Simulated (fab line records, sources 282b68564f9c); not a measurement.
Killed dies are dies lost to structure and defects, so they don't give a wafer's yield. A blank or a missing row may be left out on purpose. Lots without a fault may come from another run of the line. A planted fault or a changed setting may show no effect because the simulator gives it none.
fab line records | flow rit_cmos
record lots=5 wafers=15 last_day=7
route steps=202 shown NSD@139 PSD@142 M1@202
lots that met no fault: from a run of the same line without faults
start_h: hours from the record's first day to the start of the lot's first wafer shown | wait_h: hours since the lot's step before | " the same as in the row above | L1.1+2: a row that stands for several wafers | - no value, or no start given | * or withheld: withheld | < > ~ a bound
route shown NAME@n: a module of which the file shows steps, and the number in the route of the first | usual: mean/standard deviation of fault-free wafers | same: alike in all rows | chamber/n: place in a boat | sites: the reading at each site | _std_site: their standard deviation | _edge_site: outer sites' mean less inner sites' | radius_mm: how far each site lies from the wafer's centre | mask NAME#n: copy n | behind: the tool/chamber that last shaped the wafer | hold: why the lot was held/for how many hours/how that ended | device: the transistor (n, p or np) that didn't switch | end of line: the same wafers' tests at the end of the route | a step without rows: its recipe alone | killed: dies lost to structure and defects at the first sort, not the wafer's yield | map: a wafer's dies, x killed, . not, _ none there
set.NAME: the setting as run; set.NAME@STEP: as run at that earlier step | model.NAME: the simulator's own value behind a step, which no gauge read
lots at some steps of the route; a table a step, a row a wafer
## steps
# step RIT_NSD_IMPLANT_08
# recipe species=P energy_kev=25 dose_cm2=1e+15 tilt_deg=7
# step RIT_NSD_STRIP_09
# recipe chemistry=O2 time_s=180 resist=NOVOLAK platen_temp_c=withheld power_w=500 pressure_mtorr=4000 o2_flow_sccm=4000
# usual drypump_motor_current_A=5.7/0.46 rf_refl_power_W=7.6/1.5 run_length_s=208.5/0.56
# columns lot.wafer tool chamber start_h wait_h drypump_motor_current_A rf_hours_counter_h rf_refl_power_W run_length_s
L157.1 plasma_asher-03 1 55.43 0.1 5.7 40 9.4 209.5
L157.2 " 0 " " 5.6 40 8.0 208.4
L157.6 " 0 " " 5.6 - 8.3 208.6
L167.1 plasma_asher-01 1 108.59 0.1 6.4 47 7.0 207.5
L167.3 " 1 " " 6.4 - 7.3 207.8
L167.4 " 0 " " 4.9 - 6.6 209.2
L169.2 plasma_asher-01 1 119.39 0.1 6.4 48 7.4 207.5
L169.3 " 1 " " 6.4 - 7.6 207.6
L169.5 " 0 " " 4.9 - 6.8 209.0
L170.1 plasma_asher-03 1 124.37 0.1 5.6 47 9.6 209.1
L170.2 " 0 " " 5.6 47 8.1 208.6
L170.3 " 1 " " 5.7 - 9.3 209.2
L179.2 plasma_asher-01 1 166.92 0.1 6.3 52 7.5 207.7
L179.5 " 0 " " 4.9 - 6.5 209.3
L179.6 " 1 " " 6.4 - 7.6 207.6
# step RIT_NSD_TW_MEAS_10
# usual NSD_TW=3125/19
# columns lot.wafer tool chamber start_h wait_h NSD_TW
L157.1 film_metro-03 - 55.60 0.1 3145
L157.2 " - " " 3118
L157.6 " - " " 3120
L167.1 film_metro-02 - 108.76 0.1 3114
L167.3 " - " " 3101
L167.4 " - " " 3135
L169.2 film_metro-03 - 119.58 0.1 3132
L169.3 " - " " 3148
L169.5 " - " " 3129
L170.1 film_metro-04 - 124.55 0.1 3140
L170.2 " - " " 3126
L170.3 " - " " 3124
L179.2 film_metro-02 - 167.10 0.1 3092
L179.5 " - " " 3115
L179.6 " - " " 3086
# step RIT_PSD_HMDS_00
# recipe prime_time_s=60 prime_temp_c=140
# step RIT_PSD_COAT_01
# recipe resist=NOVOLAK spin_rpm=3250 resist_thk_nm=1000
# step RIT_PSD_SOFTBAKE_02
# recipe resist=NOVOLAK temp_c=90 time_s=62.92
# usual plate_sensor_t_centre_C=90.970/0.01 plate_sensor_t_edge_C=91.019/0.0097
# columns lot.wafer tool chamber start_h wait_h plate_sensor_t_centre_C plate_sensor_t_edge_C
L157.1 litho_track-03 0 55.96 0.1 90.970 91.009
L157.2 " 0 " " 90.970 91.024
L157.6 " 0 " " 90.971 90.992
L167.1 litho_track-01 0 109.12 0.1 90.964 90.997
L167.3 " 0 " " 90.969 91.022
L167.4 " 0 " " 90.960 91.009
L169.2 litho_track-04 0 119.95 0.1 90.964 91.009
L169.3 " 0 " " 90.969 91.022
L169.5 " 0 " " 90.973 91.027
L170.1 litho_track-01 0 124.91 0.1 90.946 91.010
L170.2 " 0 " " 90.967 91.025
L170.3 " 0 " " 90.984 91.016
L179.2 litho_track-04 0 167.65 0.1 90.968 91.028
L179.5 " 0 " " 90.962 91.030
L179.6 " 0 " " 90.986 91.016
# step RIT_PSD_EXPOSE_03
# recipe mask_id=M10 na=0.57 target_cd_nm=40900 dose_mj=250
# step RIT_PSD_PEB_04
# recipe resist=NOVOLAK temp_c=withheld time_s=withheld
# step RIT_PSD_DEVELOP_05
# recipe resist=NOVOLAK develop_time_s=50 dev_temp_c=23
# step RIT_PSD_OVL_MEAS_06
# usual PSD_OVL=1.0/1.5
# columns lot.wafer tool chamber start_h wait_h PSD_OVL[nm]
L157.1 overlay-01 - 56.69 - 2.0
L157.2 " - " " 1.5
L157.6 " - " " -0.7
L167.1 overlay-01 - 109.80 - 1.1
L167.3 " - " " 0.0
L167.4 " - " " 1.1
L169.2 overlay-01 - 120.61 - 1.6
L169.3 " - " " 1.3
L169.5 " - " " 1.7
L170.1 overlay-02 - 125.48 - 0.1
L170.2 " - " " 1.4
L170.3 " - " " 2.6
L179.2 overlay-02 - 168.18 - -0.4
L179.5 " - " " 0.5
L179.6 " - " " -1.2
# step RIT_PSD_HARDBAKE_07
# recipe resist=NOVOLAK temp_c=140 time_s=60
# step RIT_PSD_IMPLANT_08
# recipe species=BF2 energy_kev=27 dose_cm2=5e+15 tilt_deg=7
# step RIT_PSD_STRIP_09
# recipe chemistry=O2 time_s=180 resist=NOVOLAK platen_temp_c=withheld power_w=500 pressure_mtorr=4000 o2_flow_sccm=4000
# usual drypump_motor_current_A=5.5/0.57 rf_refl_power_W=7.5/1.3 run_length_s=208.5/0.64
# columns lot.wafer tool chamber start_h wait_h drypump_motor_current_A rf_hours_counter_h rf_refl_power_W run_length_s model.NOVOLAK_of_PSD_COAT_01.thk_nm
L157.1 plasma_asher-01 0 57.03 0.1 4.9 41 6.5 208.8 0
L157.2 " 1 " " 6.4 41 7.5 208.1 0
L157.6 " 1 " " 6.4 - 7.3 207.6 0
L167.1 plasma_asher-03 0 110.14 0.1 5.6 46 8.2 208.6 0
L167.3 " 0 " " 5.6 - 8.1 208.5 0
L167.4 " 1 " " 5.6 - 9.6 209.3 0
L169.2 plasma_asher-01 0 120.94 0.1 4.9 48 6.4 117.0 186.6
L169.3 " 0 " " 4.9 - 6.6 117.5 187.5
L169.5 " 1 " " 6.3 - 7.1 117.4 185
L170.1 plasma_asher-03 0 125.82 0.1 5.6 48 8.1 208.6 0
L170.2 " 1 " " 5.7 48 9.3 208.9 0
L170.3 " 0 " " 5.6 - 8.2 208.3 0
L179.2 plasma_asher-03 1 168.51 0.1 5.6 51 9.8 209.5 0
L179.5 " 1 " " 5.7 - 9.6 209.0 0
L179.6 " 0 " " 5.6 - 8.4 208.3 0
# step RIT_PSD_TW_MEAS_10
# usual PSD_TW=3432/19
# columns lot.wafer tool chamber start_h wait_h PSD_TW
L157.1 film_metro-02 - 57.20 0.1 3427
L157.2 " - " " 3424
L157.6 " - " " 3428
L167.1 film_metro-04 - 110.31 0.1 3465
L167.3 " - " " 3455
L167.4 " - " " 3454
L169.2 film_metro-04 - 121.13 0.1 3454
L169.3 " - " " 3452
L169.5 " - " " 3434
L170.1 film_metro-03 - 125.99 0.1 3423
L170.2 " - " " 3408
L170.3 " - " " 3426
L179.2 film_metro-02 - 168.70 0.1 3409
L179.5 " - " " 3414
L179.6 " - " " 3423
# step RIT_M1_PROBE_99
# usual killed_at_contacts=0.1/0.28 killed_at_front_end=7.0/2.9 killed_dies=7.0/2.9 killed_on_rim=1.8/1.4 killed_open=3.4/2.1 killed_short=3.6/1.7
# same gross_dies=264 killed_at_M0_to_M3=0 killed_at_M4_up=0 killed_at_back_side=0 killed_at_other=0
# columns lot.wafer tool chamber start_h wait_h killed_at_contacts killed_at_front_end killed_dies killed_on_rim killed_open killed_short
L157.1 prober-01 - 65.42 0.1 0 3 3 0 1 2
L157.2 prober-01 - 65.47 0.1 0 10 10 2 5 5
L157.6 prober-01 - 65.67 0.2 0 3 3 2 1 2
L169.2 prober-02 - 128.97 0.1 0 264 264 70 1 4
L169.3 prober-02 - 129.02 0.2 0 264 264 70 5 4
L169.5 prober-02 - 129.12 0.2 0 264 264 70 2 3
# killed by level:class
L157.1 GATE:geometric_particle:short=1 REOX:geometric_particle:short=1 SPACER:geometric_particle:open=1
L157.2 GATE:geometric_particle:short=4 GATE:geometric_particle:open=2 FOX1:geometric_particle:open=1 REOX:geometric_particle:short=1 REOX:geometric_particle:open=1 SILICIDE:geometric_particle:open=1
L157.6 GATE:geometric_particle:short=2 SPACER:geometric_particle:open=1
L169.2 SDANNEAL:area_rta=259 FOX1:geometric_particle:short=3 GATE:geometric_particle:short=1 SILICIDE:geometric_particle:open=1
L169.3 SDANNEAL:area_rta=255 REOX:geometric_particle:short=2 SPACER:geometric_particle:open=2 FOX1:geometric_particle:short=1 FOX1:geometric_particle:open=1 GATE:geometric_particle:short=1 REOX:geometric_particle:open=1 SILICIDE:geometric_particle:open=1
L169.5 SDANNEAL:area_rta=259 SILICIDE:geometric_particle:short=2 FOX1:geometric_particle:open=1 FOX1:geometric_particle:short=1 GATE:geometric_particle:open=1
# map L169.2 (x killed, . not)
________xxxxxxx_______
_____xxxxxxxxxxxxx____
____xxxxxxxxxxxxxxx___
___xxxxxxxxxxxxxxxxx__
__xxxxxxxxxxxxxxxxxxx_
__xxxxxxxxxxxxxxxxxxx_
_xxxxxxxxxxxxxxxxxxxxx
_xxxxxxxxxxxxxxxxxxxxx
_xxxxxxxxxxxxxxxxxxxxx
_xxxxxxxxxxxxxxxxxxxxx
__xxxxxxxxxxxxxxxxxxx_
__xxxxxxxxxxxxxxxxxxx_
___xxxxxxxxxxxxxxxxx__
____xxxxxxxxxxxxxxx___
_____xxxxxxxxxxxxx____
________xxxxxxx_______
# map L157.2 (x killed, . not)
________.....x._______
_____.............____
____..x............___
___.x...............__
__........x.........._
__..................._
_.....................
_...................x.
_.....................
_...x.................
__..................._
__......x.....x......_
___......x...x......__
____...............___
_____.............____
________......._______
## key
first_sign step=RIT_PSD_STRIP_09 reading=run_length_s direction=down sigmas=99+ usual=* struck=*
effect step=RIT_M1_PROBE_99 reading=killed_dies direction=up sigmas=88 usual=7.0 struck=264
model_effect step=RIT_PSD_STRIP_09 value=NOVOLAK_of_PSD_COAT_01.thk_nm without=0 struck=186.4
more_kills_born_at RIT_SDANNEAL_RTA_03@rtp_anneal-01=773
met_at RIT_PSD_STRIP_09
struck_wafers L169.2,L169.3,L169.5
later_rows_left_out L169.2,L169.3,L169.5
tester_left_out L169
onset_between 57.03 120.94
fault kind=strip_aborted tool=plasma_asher-01 chamber=- onset_h=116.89 steps=RIT_PSD_STRIP_09 offset=0.35 end_h=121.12
# tester_left_out: of these lots the tester's yield and bins aren't shown, on N5 and GAA mostly nor the transistor test; their killed dies are dies lost to structure and defects alone, not to doping, threshold or leakage, so they don't give the yield
# later_rows_left_out: the simulator's readings of these wafers behind a module that went badly wrong aren't trusted and aren't shown, but for the sort
